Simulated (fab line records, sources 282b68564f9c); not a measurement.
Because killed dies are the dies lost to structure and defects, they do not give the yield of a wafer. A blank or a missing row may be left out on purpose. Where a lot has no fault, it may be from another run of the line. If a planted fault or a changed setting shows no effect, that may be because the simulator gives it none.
Which tool is to blame? ; flow rit_cmos ; at 1 step of a route of 202, 13 lots with 39 wafers sampled

## WHAT EACH GAUGE READ, for each wafer
The record lacks any reading of a measuring or inspecting step that a usual standard deviation could be used to judge.

## TOOL THAT RAN EACH LOT (tool first, then ch and the chambers of the sampled wafers, then the start)
lot;RIT_SPACER_ETCHBACK_05
L397;rie_diel-03 ch 0,1,3, day 3 08:38
L399;rie_diel-03 ch 1,2,3, day 3 12:41
L401;rie_diel-03 ch 1,2, day 4 06:53
L402;rie_diel-04 ch 1,2,3, day 4 06:53
L405;rie_diel-02 ch 1,2,3, day 4 16:47
L407;rie_diel-04 ch 0,2,3, day 5 01:39
L411;rie_diel-02 ch 0,2, day 5 22:05
L412;rie_diel-03 ch 0,1,3, day 6 04:52
L414;rie_diel-02 ch 0,2,3, day 6 18:20
L417;rie_diel-03 ch 0,2,3, day 7 12:08
L418;rie_diel-03 ch 1,2, day 7 19:04
L419;rie_diel-03 ch 0,2,3, day 8 04:05
L420;rie_diel-04 ch 2,3, day 8 05:59
- RIT_SPACER_ETCHBACK_05: etches Si3N4 in SF6/CHF3, stops on SiO2, target depth 250 nm, time 240 s.

## WHAT THE TOOLS THEMSELVES READ (means of the sampled wafers that have a number; where no wafer has one, the mark that the record gives instead)
RIT_SPACER_ETCHBACK_05. Usual: drypump_motor_current_A 5.9 A, standard deviation 0.49; oes_product_au 0.841 a.u., standard deviation 0.013; run_length_s 268.3 s, standard deviation 0.44; throttle_valve_pct 10.32 %, standard deviation 0.11.
lot;tool;drypump_motor_current_A (A);oes_product_au (a.u.);run_length_s (s);throttle_valve_pct (%);flag
L397;rie_diel-03;5.6;0.829;268.4;10.38;
L399;rie_diel-03;5.9;0.846;268.3;10.37;
L401;rie_diel-03;6.3;0.826;268.3;10.44;
L402;rie_diel-04;6.3;0.858;268.8;10.28;
L405;rie_diel-02;5.7;0.834;268.9;10.24;
L407;rie_diel-04;6.1;0.817;282.7;10.30;OFF
L411;rie_diel-02;5.4;0.836;268.4;10.30;
L412;rie_diel-03;5.7;0.830;268.0;10.40;
L414;rie_diel-02;5.6;0.835;268.7;10.31;
L417;rie_diel-03;5.7;0.842;268.3;10.33;
L418;rie_diel-03;6.4;0.833;268.5;10.40;
L419;rie_diel-03;5.7;0.834;268.2;10.33;
L420;rie_diel-04;6.2;0.845;268.6;10.28;

## THE ANSWER, worked out from the rows above alone
Rule: take the mean of a lot's wafers that have a number; if it is more than 3 standard deviations from the usual mean, the lot is off. A lot without any number at a reading at which 4 lots or more have one is off too. The other lots that the step has rows for count as sound. Order of review: gauges by route order, followed by the tools' own readings, for which a lot's mean as printed above is used. At the first step where some lot is off, the reading lying furthest off is the one used; lots without a number count as furthest.
Off at RIT_SPACER_ETCHBACK_05 (run_length_s): L407.
If a tool, at that step or one of the process steps before it, ran each lot that is off and ran no sound lot following the first of them, it fits. Of those tried, none fits.

## WHAT THE SIMULATOR PUT IN
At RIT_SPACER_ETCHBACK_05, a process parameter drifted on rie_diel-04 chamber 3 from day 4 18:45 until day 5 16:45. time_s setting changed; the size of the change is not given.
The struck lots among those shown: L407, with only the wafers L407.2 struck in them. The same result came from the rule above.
